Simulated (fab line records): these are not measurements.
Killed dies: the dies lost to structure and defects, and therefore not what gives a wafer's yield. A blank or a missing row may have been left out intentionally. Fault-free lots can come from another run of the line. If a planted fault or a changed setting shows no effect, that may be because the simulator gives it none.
Struck lot and sound lot, side by side | flow berkeley cmos170 | 14 steps out of a route of 331
Sound: wafers L827.1, L827.2, L827.3. Wafers struck: L834.2, L834.4, L834.6. Last of all comes the cause.
Order at every step that has rows: each side's tool, ch and its chambers, its first start. Under that, the readings that differ: sound wafers | struck wafers | difference of the means | sigmas: that difference in standard deviations of wafers without a fault.
alike: readings whose means differ by less than 2 such deviations, and words and numbers that are the same on both sides. not compared: withheld readings, readings that some wafer has no value for, bounds like >300 that may hide the same value, and numbers for which the record gives no deviation and whose values overlap.
Wherever a step has rows on one side only, a row that says differs or no value, or a row with sigmas, the two part there. Non-overlapping numbers with no deviation appear without sigmas and do not part them. A reading missing from all wafers of one side parts the sides only when that side holds two or more wafers.

first, 2 steps without rows for these wafers: UCB170_NVT_PEB_04; UCB170_NVT_DEVELOP_05 (develop time 45 s).
UCB170_NVT_OVL_MEAS_06:
  struck on overlay-01, day 7 10:49; sound on overlay-02, day 5 20:29
  alike: NVT_OVL
then, 1 step without rows for these wafers: UCB170_NVT_IMPLANT_07.
UCB170_NVT_STRIP_08: strips in O2.
  sound on plasma asher-04 ch 0,1, day 5 20:40; struck on plasma asher-02 ch 0,1, day 7 10:59
  alike: drypump motor current A, oes product au, strip time to endpoint s
  not compared: rf hours counter h
UCB170_NVT_TW_MEAS_09:
  struck on film metro-03, day 7 11:06; sound on film metro-03, day 5 20:46
  alike: NVT_TW
then, 6 steps without rows for these wafers: UCB170_NVT_CLEAN_10 (cleans in SPM, time 600 s); UCB170_PVT_HMDS_00 (prime time 60 s); UCB170_PVT_COAT_01 (resist thk 900 nm); UCB170_PVT_SOFTBAKE_02 (time 60 s); UCB170_PVT_EXPOSE_03 (exposes mask NWELL, target cd 3000 nm); UCB170_PVT_PEB_04.
UCB170_PVT_DEVELOP_05: develop time 45 s.
  sound on litho track-04 ch 0, day 5 21:00; struck on litho track-04, day 7 12:00
  no value came back on the struck wafers for chill plate temp C (C), develop time s (s); on the sound wafers chill plate temp C (C) reads 23.08 22.99 23.08
  reading                              | sound           | struck          | difference | sigmas
  model.KrF_of_PVT_COAT_01.thk nm (nm) | 885.7 885 886.1 | 899.6 899.6 898 | +13.5      |
UCB170_PVT_OVL_MEAS_06:
  struck on overlay-01, day 7 12:53; sound on overlay-01, day 5 21:53
  reading      | sound  | struck | difference                    | sigmas
  PVT_OVL (nm) | 9 2 11 | - - -  | no value on the struck wafers |

== WHERE THEY PART ==
First at UCB170_PVT_DEVELOP_05; last, within this record, at UCB170_PVT_OVL_MEAS_06.

WHY: whatever the simulator had introduced
Beginning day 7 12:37, the whole step at UCB170_PVT_DEVELOP_05 was skipped on litho track-04. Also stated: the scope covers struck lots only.
